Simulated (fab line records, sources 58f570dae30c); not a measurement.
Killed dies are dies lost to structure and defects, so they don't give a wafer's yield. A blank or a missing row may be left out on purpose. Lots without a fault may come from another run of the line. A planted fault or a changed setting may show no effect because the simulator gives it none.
Problem report in the 8D (eight disciplines) form, filled by code | flow berkeley_cmos170 | the parts of the form that need people (team, actions taken, sign-off) are left out

1. THE PROBLEM
SILICIDE_TI_RS at UCB170_SILICIDE_RS_MEAS_02 reads a mean of 51.80 ohm/sq on 6 wafers of 2 lots; wafers without a fault read 27.48 ohm/sq with a standard deviation of 0.3. That is +81 standard deviations from the usual mean.
The step: measures by four-point-probe.
First seen on wafer L569.1, day 8 11:50, on film_metro-02. The record holds 42 wafers of 14 lots with a number at this step. Rule for "out", or "out of limits": more than 4 standard deviations from the usual mean. The other wafers with a number count as sound.

2. WHAT IT IS AND WHAT IT IS NOT
question                    | is                           | is not
which readings at this step | SILICIDE_TI_RS               | -
which lots                  | L569, L570                   | L561, L563, L564, L566, L574, L576, L578, L579, L580, L582, L583, L584
which wafers of those lots  | all that have a number       | -
read on which gauges        | film_metro-01, film_metro-02 | film_metro-04
when                        | from day 8 11:50             | up to then (12 sound wafers); but 24 sound wafers of L574, L576, L578, L579, L580, L582, L583, L584 came after

3. SUSPECTS, AND WHAT RULES EACH OUT
Counting: a tool at a process step up to the reading stays a suspect if it ran every lot that is out and no sound lot after the first of them.
- the gauge at UCB170_SILICIDE_RS_MEAS_02: ruled out. The wafers that are out were read on 2 gauges (film_metro-01, film_metro-02).
- pvd_sputter-02 at UCB170_SILICIDE_SPUTTER_01 (material Ti, target thk 30 nm, time 23.88 s): ruled out as a lasting fault. Sound lots L582 ran on it after its first lot that is out, L569 (day 8 11:48).
Left after counting: nothing in the record.

4. THE CAUSE (what the simulator had put in)
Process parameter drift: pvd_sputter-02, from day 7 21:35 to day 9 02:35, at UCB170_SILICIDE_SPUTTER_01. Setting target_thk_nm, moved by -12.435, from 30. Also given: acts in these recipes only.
Counting ruled it out, wrongly: the rule takes a fault to strike every lot that its tool runs from its start on, and this one did not.

5. THE CHAIN OF EFFECTS, in route order
Each row: a reading whose mean over the struck wafers that have a number lies more than 3 standard deviations from the usual. Only readings for which the record gives a usual standard deviation are gone through. hours: the time from each lot's start at the first step in this table that gives one to its start at this step, as a median over the lots. sigmas: the change in usual standard deviations.
hours | step                        | reading         | usual        | on struck wafers | change | sigmas
0     | UCB170_SILICIDE_RS_MEAS_02  | SILICIDE_TI_RS  | 27.48 ohm/sq | 51.80            | +24.32 | +81
0     | UCB170_SILICIDE_THK_MEAS_03 | SILICIDE_TI_THK | 29.12 nm     | 17.18            | -11.95 | -43

6. WHAT WOULD HAVE CAUGHT IT SOONER
In this record the first reading out of limits at a measuring or inspecting step was taken at day 8 11:50, 14 hours after the fault began at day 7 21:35.
Of the tool readings at UCB170_SILICIDE_SPUTTER_01 for which the record gives a usual standard deviation, none was out on any struck wafer, so an alarm limit of 4 standard deviations on them would not have fired.
